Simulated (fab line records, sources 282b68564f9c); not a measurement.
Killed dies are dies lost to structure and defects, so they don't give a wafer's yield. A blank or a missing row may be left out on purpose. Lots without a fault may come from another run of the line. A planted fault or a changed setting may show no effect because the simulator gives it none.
Which tool did it? | flow rit_cmos | 14 lots, 42 wafers sampled, at 2 steps of a route of 202

WHAT THE GAUGES READ, wafer by wafer
The record holds no reading of a measuring or inspecting step that can be judged against a usual standard deviation.

WHICH TOOL RAN EACH LOT (tool, then ch and the chambers of the sampled wafers, then the start)
lot  | RIT_CONTACT_ETCH_11               | RIT_M1_PROBE_99
L240 | rie_diel-04 ch 1,2,3, day 3 06:32 | prober-01, day 3 11:52
L241 | rie_diel-03 ch 0,1,3, day 3 15:50 | prober-02, day 3 21:13
L243 | rie_diel-03 ch 0,2, day 3 22:07   | prober-02, day 4 03:32
L244 | rie_diel-03 ch 2,3, day 4 05:28   | prober-01, day 4 10:46
L245 | rie_diel-01 ch 0,1, day 4 14:50   | prober-02, day 4 19:45
L246 | rie_diel-04 ch 0,3, day 4 17:20   | prober-01, day 4 22:34
L248 | rie_diel-03 ch 0,3, day 5 03:22   | prober-01, day 5 08:16
L249 | rie_diel-03 ch 0,3, day 5 07:31   | prober-02, day 5 12:29
L256 | rie_diel-04 ch 0,1,2, day 7 16:25 | prober-02, day 7 21:37
L257 | rie_diel-01 ch 0,3, day 7 17:48   | prober-01, day 7 23:10
L258 | rie_diel-04 ch 0,2, day 8 06:58   | prober-02, day 8 12:23
L260 | rie_diel-01 ch 0,1, day 8 07:34   | prober-02, day 8 13:56
L261 | rie_diel-04 ch 0,3, day 8 11:19   | prober-01, day 8 16:25
L263 | rie_diel-04 ch 1,2,3, day 8 20:41 | prober-02, day 9 02:20
- RIT_CONTACT_ETCH_11: etches SiO2 in CHF3/CF4/Ar, stops on TiSi2, target depth 480 nm, time 320 s.
- RIT_M1_PROBE_99

WHAT THE TOOLS THEMSELVES READ (means of the sampled wafers that have a number; where no wafer has one, the mark that the record gives instead)
RIT_CONTACT_ETCH_11. Usual: cf4_flow_sccm 10.00 sccm, standard deviation 0.031; drypump_motor_current_A 5.9 A, standard deviation 0.43; oes_product_au 0.991 a.u., standard deviation 0.021; rf_fwd_power_W 199.6 W, standard deviation 0.63; throttle_valve_pct 8.83 %, standard deviation 0.15.
lot  | tool        | cf4_flow_sccm (sccm) | drypump_motor_current_A (A) | oes_product_au (a.u.) | rf_fwd_power_W (W) | throttle_valve_pct (%) | flag
L240 | rie_diel-04 | 10.01                | 6.0                         | 0.988                 | 199.4              | 8.89                   |
L241 | rie_diel-03 | 9.99                 | 5.6                         | 0.995                 | 199.2              | 8.77                   |
L243 | rie_diel-03 | 9.98                 | 5.6                         | 0.990                 | 199.4              | 8.74                   |
L244 | rie_diel-03 | 9.99                 | 5.5                         | 1.005                 | 199.6              | 8.78                   |
L245 | rie_diel-01 | 10.02                | 6.2                         | 0.993                 | 199.9              | 8.82                   |
L246 | rie_diel-04 | 9.99                 | 6.4                         | 0.988                 | 200.1              | 8.89                   |
L248 | rie_diel-03 | 10.02                | 5.5                         | 0.990                 | 231.7              | 8.63                   | OFF
L249 | rie_diel-03 | 10.00                | 5.5                         | 0.987                 | 231.6              | 8.62                   | OFF
L256 | rie_diel-04 | 10.01                | 5.8                         | 0.993                 | 199.8              | 8.94                   |
L257 | rie_diel-01 | 10.01                | 5.8                         | 0.959                 | 200.0              | 8.83                   |
L258 | rie_diel-04 | 10.02                | 6.0                         | 1.002                 | 199.1              | 8.97                   |
L260 | rie_diel-01 | 10.00                | 6.2                         | 0.995                 | 199.3              | 8.82                   |
L261 | rie_diel-04 | 10.00                | 6.4                         | 0.992                 | 199.6              | 8.89                   |
L263 | rie_diel-04 | 10.01                | 6.0                         | 0.984                 | 200.5              | 8.89                   |

RIT_M1_PROBE_99. Usual: killed_at_M0_to_M3 0.0, standard deviation 0.14; killed_at_contacts 0.1, standard deviation 0.3; killed_at_front_end 7, standard deviation 3.1; killed_dies 7, standard deviation 3.1; killed_open 3.8, standard deviation 2.3; killed_short 3.2, standard deviation 1.9.
lot  | tool      | killed_at_M0_to_M3 | killed_at_contacts | killed_at_front_end | killed_dies | killed_open | killed_short | flag
L240 | prober-01 | 0.0                | 0.0                | 10                  | 10          | 5.3         | 5.0          |
L241 | prober-02 | 0.0                | 0.0                | 7                   | 7           | 4.3         | 2.7          |
L243 | prober-02 | 0.0                | 0.0                | 7                   | 7           | 4.3         | 2.3          |
L244 | prober-01 | 0.0                | 0.0                | 8                   | 8           | 5.3         | 3.0          |
L245 | prober-02 | 0.3                | 0.0                | 6                   | 7           | 2.7         | 4.0          |
L246 | prober-01 | 0.0                | 0.3                | 9                   | 9           | 3.7         | 5.3          |
L248 | prober-01 | 0.0                | 0.3                | 6                   | 7           | 4.0         | 2.7          |
L249 | prober-02 | 0.0                | 0.3                | 5                   | 5           | 3.0         | 2.0          |
L256 | prober-02 | 0.0                | 0.0                | 7                   | 7           | 3.3         | 3.3          |
L257 | prober-01 | 0.0                | 0.7                | 7                   | 8           | 4.0         | 3.7          |
L258 | prober-02 | 0.0                | 0.0                | 8                   | 8           | 3.0         | 5.3          |
L260 | prober-02 | 0.0                | 0.0                | 6                   | 6           | 2.3         | 3.7          |
L261 | prober-01 | 0.0                | 0.0                | 6                   | 6           | 4.0         | 2.0          |
L263 | prober-02 | 0.0                | 0.0                | 7                   | 7           | 4.7         | 2.0          |

THE ANSWER, worked out from the rows above alone
Rule: a lot is off if the mean of its wafers that have a number lies more than 3 standard deviations from the usual mean. A lot without any number at a reading at which 4 lots or more have one is off too. The other lots that the step has rows for count as sound. The gauges are gone through in route order, then the tools' own readings, and for those a lot's mean is taken as printed above. The first step at which some lot is off is used, and at that step the reading that is off furthest; a lot without a number counts as furthest.
Off: L248, L249, at RIT_CONTACT_ETCH_11 (rf_fwd_power_W).
A tool fits if, at that step or a process step before it, it ran every lot that is off, and no sound lot after the first of them. One fits: rie_diel-03 at RIT_CONTACT_ETCH_11. Its last sound lot is L244 (day 4 05:28), its first lot that is off L248 (day 5 03:22): a fault that began between those two fits.
The tool's own readings at RIT_CONTACT_ETCH_11 bear it out: on the lots that are off they differ by more than 5 times the standard deviation of the sound lots' means. rf_fwd_power_W reads 231.6 W there against 199.7 W on the sound lots.

WHAT THE SIMULATOR HAD PUT IN
Process parameter drift: rie_diel-03, from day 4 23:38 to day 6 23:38, at RIT_CONTACT_ETCH_11. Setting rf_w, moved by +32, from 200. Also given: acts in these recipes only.
Lots struck among those shown: L248, L249. The rule above found the same.
